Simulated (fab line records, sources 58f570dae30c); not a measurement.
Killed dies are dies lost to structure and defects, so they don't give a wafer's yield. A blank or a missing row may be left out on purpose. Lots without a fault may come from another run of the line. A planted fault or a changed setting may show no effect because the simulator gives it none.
A struck lot beside a sound one | flow berkeley_cmos170 | 15 steps out of a route of 331
Sound: wafers L867.1, L867.4, L867.5. Struck: wafers L860.1, L860.3, L860.4. The cause comes at the end.
At each step with rows: each side's tool, then ch and its chambers, then its first start. Under that, the readings that differ: sound wafers | struck wafers | difference of the means | sigmas: that difference in standard deviations of wafers without a fault.
alike: readings whose means differ by less than 2 such deviations, and words and numbers that are the same on both sides. not compared: withheld readings, readings that some wafer has no value for, bounds like >300 that may hide the same value, and numbers for which the record gives no deviation and whose values overlap.
The two part at a step that has a row with sigmas, a row that says differs or no value, or rows on one side only. Numbers that don't overlap but have no deviation are shown without sigmas and don't part them. A reading that every wafer of one side lacks parts them only if that side has two wafers or more.

UCB170_V1_CMP_02: polishes SiO2.
  sound on cmp-02 ch 0,1,2, day 11 01:29; struck on cmp-01 ch 0,1,2, day 10 02:01
  alike: motor_current_A
UCB170_V1_BOW_MEAS_03:
  sound on film_metro-01, day 11 01:44; struck on film_metro-02, day 10 02:19
  alike: V1_BOW
UCB170_V1_THK_MEAS_04:
  sound on film_metro-01, day 11 01:52; struck on film_metro-02, day 10 02:26
  alike: V1_POLISHED_THK
then, 7 steps without rows for these wafers: UCB170_V1_CLEAN_05 (cleans in DIW); UCB170_V1_HMDS_06 (prime time 60 s); UCB170_V1_COAT_07 (resist thk 900 nm); UCB170_V1_SOFTBAKE_08 (time 58.18 s); UCB170_V1_EXPOSE_09 (exposes mask VIA1, target cd 700 nm); UCB170_V1_PEB_10; UCB170_V1_DEVELOP_11 (develop time 45 s).
UCB170_V1_CD_MEAS_12: target cd 700 nm.
  sound on cd_sem-02, day 11 02:56; struck on cd_sem-01, day 10 03:41
  alike: cd_nm
UCB170_V1_OVL_MEAS_13:
  sound on overlay-01, day 11 03:04; struck on overlay-02, day 10 03:48
  reading     | sound    | struck | difference | sigmas
  V1_OVL (nm) | 11 12 13 | 1 -2 2 | -12        | -3
UCB170_V1_ETCH_14: etches SiO2 in CHF3/CF4/Ar, stops on Al, target depth 1250 nm, time 299.3 s.
  sound on rie_diel-04 ch 2,3, day 11 03:05; struck on rie_diel-04 ch 0,2,3, day 10 03:50
  no value came back on the struck wafers for any of 6 readings (CHF3_flow_sccm (sccm), cf4_flow_sccm (sccm) and others); on the sound wafers CHF3_flow_sccm (sccm) reads 44.89 45.05 44.98
  reading                             | sound         | struck          | difference | sigmas
  model.KrF_of_V1_COAT_07.thk_nm (nm) | 608 607.9 612 | 886.6 890.4 887 | +278.7     |
  not compared: rf_hours_counter_h
UCB170_V1_STRIP_15: strips in O2.
  sound on plasma_asher-02 ch 0,1, day 11 03:16; struck on plasma_asher-03 ch 0,1, day 10 04:01
  reading                      | sound             | struck            | difference | sigmas
  oes_product_au (a.u.)        | 0.723 0.717 0.715 | 0.735 0.739 0.741 | +0.020     | +4
  strip_time_to_endpoint_s (s) | 15.28 15.26 15.36 | 21.65 21.73 21.65 | +6.38      | +43
  alike: drypump_motor_current_A
  not compared: rf_hours_counter_h
UCB170_V1_CD_MEAS_90: target cd 700 nm.
  sound on cd_sem-02, day 11 03:22; struck on cd_sem-02, day 10 04:07
  reading    | sound             | struck | difference                    | sigmas
  cd_nm (nm) | 699.1 700.5 700.0 | - - -  | no value on the struck wafers |

WHERE THEY PART
First at UCB170_V1_OVL_MEAS_13; last, within this record, at UCB170_V1_CD_MEAS_90.

WHY: what the simulator had put in
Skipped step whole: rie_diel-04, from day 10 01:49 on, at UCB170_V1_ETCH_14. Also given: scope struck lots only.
